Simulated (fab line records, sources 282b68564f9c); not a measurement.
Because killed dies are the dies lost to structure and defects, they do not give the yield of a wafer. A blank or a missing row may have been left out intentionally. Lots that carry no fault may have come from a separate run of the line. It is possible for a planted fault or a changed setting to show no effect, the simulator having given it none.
fab line records	flow rit_cmos
[record] lots = 7	wafers = 21	last_day = 8
route steps=202 shown SILICIDE@161 CONTACT@168 M1@202
lots that met no fault: from a run of the same line without faults
start_h: start of the lot's first displayed wafer, in hours after the record's first day	wait_h: how many hours have passed since the lot's step before this one	" same as the row above	L1.1+2: several wafers, shown together as one row	- either no value or no given start	* or withheld: withheld	< > ~ a bound
route shown NAME@n: a module of which the file shows steps, and the number in the route of the first	usual: average and standard deviation across the fault-free wafers	same: alike in all rows	chamber/n: place in a boat	sites: per-site readings	_std_site: how widely they spread, as a standard deviation	_edge_site: inner sites' mean taken away from outer sites' mean	radius_mm: how far each site lies from the wafer's centre	mask NAME#n: copy n	behind: tool/chamber where the wafer was last shaped	hold: what put the lot on hold/how long, in hours/how the hold closed	device: the n, p or np transistor that did not switch	end of line: the tests these same wafers got at the end of their route	a step with no rows: only its recipe	killed: the dies lost at the first sort to structure and to defects; this is not the yield of the wafer	map: the dies of a wafer, with x for killed, . for not killed, _ for no die there
set.NAME: the run value of the setting; set.NAME@STEP: its run value at that earlier step	model.NAME: the simulator's own value behind a step, which no gauge read
lots seen at some steps along the route; tables by step, rows by wafer
services: a tool's chamber out of use, with start hour (start_h, from the record's first day; less than 0 if before it), hours out, and reason
[[steps]]
[step RIT_SILICIDE_WET_ETCH_00]
[recipe] chemistry = BOE	target = SiO2	target_depth_nm = 14	time_s = 15	dry = n2_spin	dilution = 10:1	temp_c = 21.5
[step RIT_SILICIDE_SPUTTER_01]
[recipe] material = Ti	target_thk_nm = 30	power_w = 350	chamber_pressure_pa = 0.667	gas = Ar	time_s = 240	substrate_temp_c = 25
[usual] throttle_valve_pct = 30.0/1.1
lot.wafer	tool	chamber	start_h	wait_h	throttle_valve_pct
L480.1	pvd_sputter-04	-	59.05	0.0	29.7
L480.4	"	-	"	"	31.9
L480.5	"	-	"	"	30.1
L489.1	pvd_sputter-01	-	107.09	0.0	30.3
L489.2	"	-	"	"	31.5
L489.4	"	-	"	"	28.2
L491.4	pvd_sputter-01	-	117.36	0.0	28.7
L491.5	"	-	"	"	30.4
L491.6	"	-	"	"	29.2
L492.1	pvd_sputter-03	-	125.36	0.0	29.4
L492.5	"	-	"	"	29.3
L492.6	"	-	"	"	30.4
L497.3	pvd_sputter-01	-	158.77	0.0	28.8
L497.5	"	-	"	"	30.5
L497.6	"	-	"	"	28.1
L500.1	pvd_sputter-03	-	178.05	0.0	29.7
L500.5	"	-	"	"	29.5
L500.6	"	-	"	"	31.2
L501.3	pvd_sputter-03	-	184.40	0.0	30.4
L501.4	"	-	"	"	29.1
L501.5	"	-	"	"	29.7
[step RIT_SILICIDE_RS_MEAS_02]
[recipe] thk_meas_gauge = four-point-probe	reads = Ti_of_SILICIDE_SPUTTER_01
[usual] SILICIDE_TI_RS = 47.6/0.67
lot.wafer	tool	chamber	start_h	wait_h	SILICIDE_TI_RS[ohm/sq]
L480.1	film_metro-01	-	59.20	0.1	47.8
L480.4	"	-	"	"	47.5
L480.5	"	-	"	"	47.3
L489.1	film_metro-02	-	107.24	0.1	47.5
L489.2	"	-	"	"	47.4
L489.4	"	-	"	"	49.0
L491.4	film_metro-01	-	117.57	0.1	46.8
L491.5	"	-	"	"	46.9
L491.6	"	-	"	"	46.9
L492.1	film_metro-01	-	125.51	0.1	45.8
L492.5	"	-	"	"	47.6
L492.6	"	-	"	"	47.6
L497.3	film_metro-02	-	158.99	0.2	47.8
L497.5	"	-	"	"	47.4
L497.6	"	-	"	"	48.3
L500.1	film_metro-02	-	178.20	0.1	47.4
L500.5	"	-	"	"	47.9
L500.6	"	-	"	"	47.7
L501.3	film_metro-04	-	184.59	0.1	47.1
L501.4	"	-	"	"	46.3
L501.5	"	-	"	"	46.8
[step RIT_SILICIDE_THK_MEAS_03]
[recipe] thk_meas_gauge = xrf	reads = Ti_of_SILICIDE_SPUTTER_01
[usual] SILICIDE_TI_THK = 30.3/0.36
lot.wafer	tool	chamber	start_h	wait_h	SILICIDE_TI_THK[nm]
L480.1	film_metro-01	-	59.32	0.1	30.3
L480.4	"	-	"	"	30.5
L480.5	"	-	"	"	30.7
L489.1	film_metro-02	-	107.36	0.1	30.4
L489.2	"	-	"	"	30.6
L489.4	"	-	"	"	29.6
L491.4	film_metro-01	-	117.66	0.1	31.0
L491.5	"	-	"	"	30.8
L491.6	"	-	"	"	31.0
L492.1	film_metro-01	-	125.63	0.1	31.1
L492.5	"	-	"	"	30.3
L492.6	"	-	"	"	30.3
L497.3	film_metro-02	-	159.09	0.1	30.0
L497.5	"	-	"	"	30.3
L497.6	"	-	"	"	30.1
L500.1	film_metro-02	-	178.32	0.1	30.5
L500.5	"	-	"	"	30.3
L500.6	"	-	"	"	30.3
L501.3	film_metro-04	-	184.69	0.1	30.5
L501.4	"	-	"	"	30.8
L501.5	"	-	"	"	30.7
[step RIT_SILICIDE_RTA_04]
[recipe] temp_c = 650	time_s = 10	idle_temp_c = 25	ramp_up_s = 5	ramp_down_s = 5	cool_to_c = 25	ambient = N2
[usual] wafer_temp_C_max = 653.4/0.84
lot.wafer	tool	chamber	start_h	wait_h	wafer_temp_C_max
L480.1	rtp_anneal-01	0	59.38	0.1	652.7
L480.4	"	0	"	"	653.2
L480.5	"	0	"	"	653.8
L489.1	rtp_anneal-02	0	107.42	0.1	653.2
L489.2	"	0	"	"	652.2
L489.4	"	0	"	"	652.6
L491.4	rtp_anneal-02	0	117.76	0.1	652.1
L491.5	"	0	"	"	652.0
L491.6	"	0	"	"	652.5
L492.1	rtp_anneal-01	0	125.69	0.1	654.9
L492.5	"	0	"	"	654.2
L492.6	"	0	"	"	653.5
L497.3	rtp_anneal-02	0	159.16	0.1	652.9
L497.5	"	0	"	"	652.8
L497.6	"	0	"	"	654.1
L500.1	rtp_anneal-01	0	178.38	0.1	653.2
L500.5	"	0	"	"	655.4
L500.6	"	0	"	"	653.8
L501.3	rtp_anneal-01	0	184.75	0.1	654.8
L501.4	"	0	"	"	653.4
L501.5	"	0	"	"	653.9
[step RIT_SILICIDE_WET_ETCH_05]
[recipe] chemistry = SPM	target = Ti	temp_c = 90	time_s = 120	dry = n2_spin
[step RIT_SILICIDE_RTA_06]
[recipe] temp_c = 750	time_s = 10	idle_temp_c = 25	ramp_up_s = 5	ramp_down_s = 10	cool_to_c = 25	ambient = N2
[usual] wafer_temp_C_max = 754.0/0.9
lot.wafer	tool	chamber	start_h	wait_h	wafer_temp_C_max
L480.1	rtp_anneal-02	0	59.50	0.0	753.1
L480.4	"	0	"	"	753.8
L480.5	"	0	"	"	753.9
L489.1	rtp_anneal-01	0	107.53	0.0	753.8
L489.2	"	0	"	"	755.7
L489.4	"	0	"	"	753.8
L491.4	rtp_anneal-01	0	117.90	0.0	753.5
L491.5	"	0	"	"	753.7
L491.6	"	0	"	"	753.9
L492.1	rtp_anneal-02	0	125.80	0.0	753.4
L492.5	"	0	"	"	754.0
L492.6	"	0	"	"	753.9
L497.3	rtp_anneal-01	0	159.26	0.0	755.8
L497.5	"	0	"	"	754.0
L497.6	"	0	"	"	755.3
L500.1	rtp_anneal-02	0	178.49	0.0	755.5
L500.5	"	0	"	"	753.6
L500.6	"	0	"	"	754.7
L501.3	rtp_anneal-02	0	184.86	0.0	753.7
L501.4	"	0	"	"	753.5
L501.5	"	0	"	"	752.7
[step RIT_CONTACT_CVD_00]
[recipe] material = SiO2	target_thk_nm = 400	precursor = TEOS	temp_c = 390	time_s = 61	rf_w = 400
[usual] heater_power_w = 341/55
lot.wafer	tool	chamber	start_h	wait_h	heater_power_w
L480.1	pecvd-04	0	59.57	0.1	307
L480.4	"	2	"	"	362
L480.5	"	1	"	"	407
L489.1	pecvd-04	1	107.59	0.1	341
L489.2	"	2	"	"	389
L489.4	"	0	"	"	353
L491.4	pecvd-03	0	117.96	0.0	295
L491.5	"	1	"	"	360
L491.6	"	2	"	"	304
L492.1	pecvd-04	0	125.87	0.1	415
L492.5	"	1	"	"	369
L492.6	"	0	"	"	304
L497.3	pecvd-03	1	159.31	0.0	390
L497.5	"	0	"	"	289
L497.6	"	2	"	"	328
L500.1	pecvd-03	0	178.55	0.1	269
L500.5	"	2	"	"	309
L500.6	"	1	"	"	435
L501.3	pecvd-02	0	184.90	0.0	245
L501.4	"	2	"	"	432
L501.5	"	0	"	"	267
[step RIT_CONTACT_THK_MEAS_01]
[recipe] reads = SiO2_of_CONTACT_CVD_00
[usual] CONTACT_TEOS_THK = 399/7.1
lot.wafer	tool	chamber	start_h	wait_h	CONTACT_TEOS_THK[nm]
L480.1	film_metro-04	-	59.62	0.0	390
L480.4	"	-	"	"	399
L480.5	"	-	"	"	390
L489.1	film_metro-03	-	107.65	0.0	385
L489.2	"	-	"	"	380
L489.4	"	-	"	"	399
L491.4	film_metro-04	-	118.01	0.0	405
L491.5	"	-	"	"	398
L491.6	"	-	"	"	402
L492.1	film_metro-03	-	125.92	0.0	397
L492.5	"	-	"	"	387
L492.6	"	-	"	"	401
L497.3	film_metro-02	-	159.38	0.0	400
L497.5	"	-	"	"	408
L497.6	"	-	"	"	406
L500.1	film_metro-04	-	178.61	0.0	406
L500.5	"	-	"	"	402
L500.6	"	-	"	"	401
L501.3	film_metro-02	-	184.97	0.0	400
L501.4	"	-	"	"	405
L501.5	"	-	"	"	404
[step RIT_CONTACT_HMDS_02]
[recipe] prime_time_s = 60	prime_temp_c = 140
[step RIT_CONTACT_COAT_03]
[recipe] resist = NOVOLAK	spin_rpm = 3250	resist_thk_nm = 1000
[step RIT_CONTACT_SOFTBAKE_04]
[recipe] resist = NOVOLAK	temp_c = 90	time_s = 60
[step RIT_CONTACT_EXPOSE_05]
[recipe] mask_id = M11	na = 0.6	source_shape = conventional	sigma_outer = 0.5	target_cd_nm = 1000	dose_mj = 250
[same] na = 0.6
lot.wafer	tool	chamber	start_h	wait_h	mask	model.CONTACT.overlay_x_nm
L480.1+4+5	iline_stepper-01	0	60.35	0.3	M11#0	-1.572
L489.1+2+4	iline_stepper-02	0	108.28	0.2	M11#0	-2.094
L491.4+5+6	iline_stepper-01	0	118.55	0.1	M11#0	128.6
L492.1+5+6	iline_stepper-01	0	126.43	0.1	M11#0	129.9
L497.3+5+6	iline_stepper-01	0	160.03	0.2	M11#0	130.5
L500.1+5+6	iline_stepper-02	0	179.24	0.2	M11#0	-1.281
L501.3+4+5	iline_stepper-02	0	185.62	0.2	M11#0	0.6436
[step RIT_CONTACT_PEB_06]
[recipe] resist = NOVOLAK	temp_c = withheld	time_s = withheld
[step RIT_CONTACT_DEVELOP_07]
[recipe] resist = NOVOLAK	develop_time_s = 120	dev_temp_c = 23
[step RIT_CONTACT_CD_MEAS_08]
[recipe] target_cd_nm = 1000
[usual] cd_nm = 999.8/2.1
lot.wafer	tool	chamber	start_h	wait_h	cd_nm
L480.1	cd_sem-01	-	60.86	-	1000.3
L480.4	"	-	"	"	1000.3
L480.5	"	-	"	"	999.9
L489.1	cd_sem-01	-	108.80	-	1002.3
L489.2	"	-	"	"	1001.9
L489.4	"	-	"	"	1003.8
L491.4	cd_sem-01	-	119.07	-	999.7
L491.5	"	-	"	"	1001.1
L491.6	"	-	"	"	1000.5
L492.1	cd_sem-01	-	126.95	-	1001.1
L492.5	"	-	"	"	1001.2
L492.6	"	-	"	"	1002.0
L497.3	cd_sem-01	-	160.55	-	997.3
L497.5	"	-	"	"	998.5
L497.6	"	-	"	"	997.4
L500.1	cd_sem-01	-	179.76	-	1001.1
L500.5	"	-	"	"	1000.2
L500.6	"	-	"	"	1000.7
L501.3	cd_sem-02	-	186.35	-	997.5
L501.4	"	-	"	"	996.0
L501.5	"	-	"	"	996.3
[step RIT_CONTACT_OVL_MEAS_09]
[usual] CONTACT_OVL = -0.4/1.2
lot.wafer	tool	chamber	start_h	wait_h	CONTACT_OVL[nm]
L480.1	overlay-01	-	60.98	0.1	0.0
L480.4	"	-	"	"	-1.3
L480.5	"	-	"	"	0.1
L489.1	overlay-02	-	108.92	0.1	-2.4
L489.2	"	-	"	"	-2.5
L489.4	"	-	"	"	-1.6
L491.4	overlay-02	-	119.15	0.1	127.9
L491.5	"	-	"	"	128.0
L491.6	"	-	"	"	128.1
L492.1	overlay-02	-	127.07	0.1	129.4
L492.5	"	-	"	"	127.1
L492.6	"	-	"	"	128.7
L497.3	overlay-01	-	160.64	0.1	130.2
L497.5	"	-	"	"	129.3
L497.6	"	-	"	"	129.5
L500.1	overlay-01	-	179.88	0.1	0.4
L500.5	"	-	"	"	0.2
L500.6	"	-	"	"	0.5
L501.3	overlay-02	-	186.44	0.1	1.6
L501.4	"	-	"	"	1.3
L501.5	"	-	"	"	1.1
[step RIT_CONTACT_HARDBAKE_10]
[recipe] resist = NOVOLAK	temp_c = 140	time_s = 60
[step RIT_M1_PROBE_99]
[usual] killed_at_contacts = 0.1/0.27	killed_at_front_end = 7/3.1	killed_dies = 7/3.2	killed_on_rim = 1.8/1.4	killed_open = 3.8/2.1	killed_short = 3.6/2
[same] gross_dies = 264	killed_at_M0_to_M3 = 0	killed_at_M4_up = 0	killed_at_back_side = 0	killed_at_other = 0
lot.wafer	tool	chamber	start_h	wait_h	killed_at_contacts	killed_at_front_end	killed_dies	killed_on_rim	killed_open	killed_short	model.etest.contact_to_gate.bv_right_v	model.etest.contact_to_gate.bv_left_v
L480.1	prober-02	-	66.02	0.1	0	8	8	5	4	4	90.15	90.04
L480.4	prober-02	-	66.17	0.2	0	12	12	1	6	6	91.66	87.53
L480.5	prober-02	-	66.22	0.2	0	4	4	1	4	0	92.12	90.29
L489.1	prober-01	-	114.08	0.1	1	9	10	4	7	3	87.93	88.44
L489.2	prober-01	-	114.13	0.1	0	5	5	0	4	1	92.47	87.57
L489.4	prober-01	-	114.23	0.2	0	6	6	1	3	3	88.48	87.55
L491.4	prober-01	-	124.34	0.2	0	10	10	1	2	8	27.38	152.7
L491.5	prober-01	-	124.39	0.2	0	12	12	0	6	6	27.87	155.7
L491.6	prober-01	-	124.44	0.2	0	7	7	1	4	3	26.31	154.8
L492.1	prober-02	-	132.11	0.1	0	8	8	3	2	6	26.34	156.2
L492.5	prober-02	-	132.31	0.2	1	8	9	3	5	4	23.78	158.1
L492.6	prober-02	-	132.36	0.2	0	5	5	1	2	3	25.21	156.5
L497.3	prober-01	-	165.86	0.2	0	5	5	0	3	2	27.61	156.6
L497.5	prober-01	-	165.96	0.2	0	15	15	0	10	5	26.53	158.6
L497.6	prober-01	-	166.01	0.2	0	7	7	1	4	3	28.19	157.2
L500.1	prober-02	-	185.06	0.1	0	3	3	1	2	1	92.01	91.94
L500.5	prober-02	-	185.26	0.2	0	5	5	1	1	4	90.79	88.19
L500.6	prober-02	-	185.31	0.2	1	6	7	1	4	3	90.93	89.31
// killed by level:class
L480.1 GATE:geometric_particle:short=2 GATE:geometric_particle:open=2 FOX1:geometric_particle:open=1 FOX1:geometric_particle:short=1 FOX2:geometric_particle:open=1 REOX:geometric_particle:short=1
L480.4 GATE:geometric_particle:short=4 GATE:geometric_particle:open=3 REOX:geometric_particle:open=2 SILICIDE:geometric_particle:short=2 FOX2:geometric_particle:open=1
L480.5 REOX:geometric_particle:open=3 SILICIDE:geometric_particle:open=1
L489.1 GATE:geometric_particle:open=2 SILICIDE:geometric_particle:open=2 FOX1:geometric_particle:short=1 FOX2:geometric_particle:open=1 GATE:geometric_particle:short=1 REOX:geometric_particle:open=1 SILICIDE:geometric_particle:short=1 CONTACT:geometric_particle:open=1
L489.2 FOX1:geometric_particle:open=2 FOX2:geometric_particle:open=1 GATE:geometric_particle:open=1 GATE:geometric_particle:short=1
L489.4 FOX2:geometric_particle:short=2 FOX2:geometric_particle:open=1 GATE:geometric_particle:open=1 GATE:geometric_particle:short=1 SPACER:geometric_particle:open=1
L491.4 FOX1:geometric_particle:short=2 FOX2:geometric_particle:short=2 GATE:geometric_particle:short=2 SPACER:geometric_particle:short=2 GATE:geometric_particle:open=1 SPACER:geometric_particle:open=1
L491.5 GATE:geometric_particle:open=5 SPACER:geometric_particle:short=3 GATE:geometric_particle:short=2 FOX1:geometric_particle:open=1 FOX1:geometric_particle:short=1
L491.6 REOX:geometric_particle:short=2 ACTIVE:geometric_particle:open=1 GATE:geometric_particle:open=1 GATE:geometric_particle:short=1 SPACER:geometric_particle:open=1 SILICIDE:geometric_particle:open=1
L492.1 FOX1:geometric_particle:short=2 SPACER:geometric_particle:short=2 GATE:geometric_particle:short=1 REOX:geometric_particle:short=1 REOX:geometric_particle:open=1 SPACER:geometric_particle:open=1
L492.5 FOX1:geometric_particle:short=1 FOX2:geometric_particle:open=1 FOX2:geometric_particle:short=1 GATE:geometric_particle:short=1 REOX:geometric_particle:open=1 SPACER:geometric_particle:open=1 SPACER:geometric_particle:short=1 SILICIDE:geometric_particle:open=1
L492.6 FOX1:geometric_particle:open=2 FOX1:geometric_particle:short=2 GATE:geometric_particle:short=1
L497.3 FOX1:geometric_particle:open=1 GATE:geometric_particle:open=1 REOX:geometric_particle:short=1 SPACER:geometric_particle:short=1 SILICIDE:geometric_particle:open=1
L497.5 GATE:geometric_particle:open=4 GATE:geometric_particle:short=3 REOX:geometric_particle:open=3 FOX1:geometric_particle:short=1 FOX1:geometric_particle:open=1 SPACER:geometric_particle:short=1 SPACER:geometric_particle:open=1 SILICIDE:geometric_particle:open=1
L497.6 GATE:geometric_particle:open=2 FOX1:geometric_particle:short=1 FOX2:geometric_particle:open=1 FOX2:geometric_particle:short=1 SPACER:geometric_particle:open=1 SPACER:geometric_particle:short=1
L500.1 REOX:geometric_particle:open=1 SPACER:geometric_particle:open=1 SILICIDE:geometric_particle:short=1
L500.5 FOX1:geometric_particle:short=2 GATE:geometric_particle:short=2 SPACER:geometric_particle:open=1
L500.6 SPACER:geometric_particle:open=2 GATE:geometric_particle:open=1 REOX:geometric_particle:open=1 SPACER:geometric_particle:short=1 SILICIDE:geometric_particle:short=1 CONTACT:geometric_particle:short=1
[[services]]
tool	chamber	start_h	hours	kind
iline_stepper-01	-	35.63	7.5	repair
pecvd-02	0	46.26	9.6	repair
pvd_sputter-03	-	58.43	1.1	repair
iline_stepper-02	-	60.80	1.7	pm
pecvd-02	0	65.73	2.9	repair
pecvd-04	0	69.67	4.5	repair
iline_stepper-01	-	73.14	2.1	pm
iline_stepper-01	-	75.23	-	consumable_replace:lamp
pvd_sputter-03	-	113.26	11.7	repair
iline_stepper-02	-	120.50	3.4	repair
iline_stepper-01	-	140.96	1.7	pm
pecvd-03	-	182.69	5.5	pm
pvd_sputter-04	-	183.64	6.0	repair
[[key]]
[first_sign] step = RIT_CONTACT_OVL_MEAS_09	reading = CONTACT_OVL	direction = up	sigmas = 99+	usual = -0.4	struck = 128.7
effect none on later readings
[model_effect] step = RIT_CONTACT_EXPOSE_05	value = CONTACT.overlay_x_nm	without = -0.3521	struck = 129.6
[model_effect] step = RIT_M1_PROBE_99	value = etest.contact_to_gate.bv_right_v	without = 91.58	struck = 26.58
met_at RIT_CONTACT_EXPOSE_05
struck_wafers L491.4,L491.5,L491.6,L492.1,L492.5,L492.6,L497.3,L497.5,L497.6
tester_left_out L491,L492,L497
onset_between 60.35 118.55
[fault] kind = scanner_matching_overlay	tool = iline_stepper-01	chamber = -	onset_h = 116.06	steps = RIT_CONTACT_EXPOSE_05	offset = 130
// tester_left_out: of these lots the tester's yield and bins aren't shown, on N5 and GAA mostly nor the transistor test; their killed dies are dies lost to structure and defects alone, not to doping, threshold or leakage, so they don't give the yield
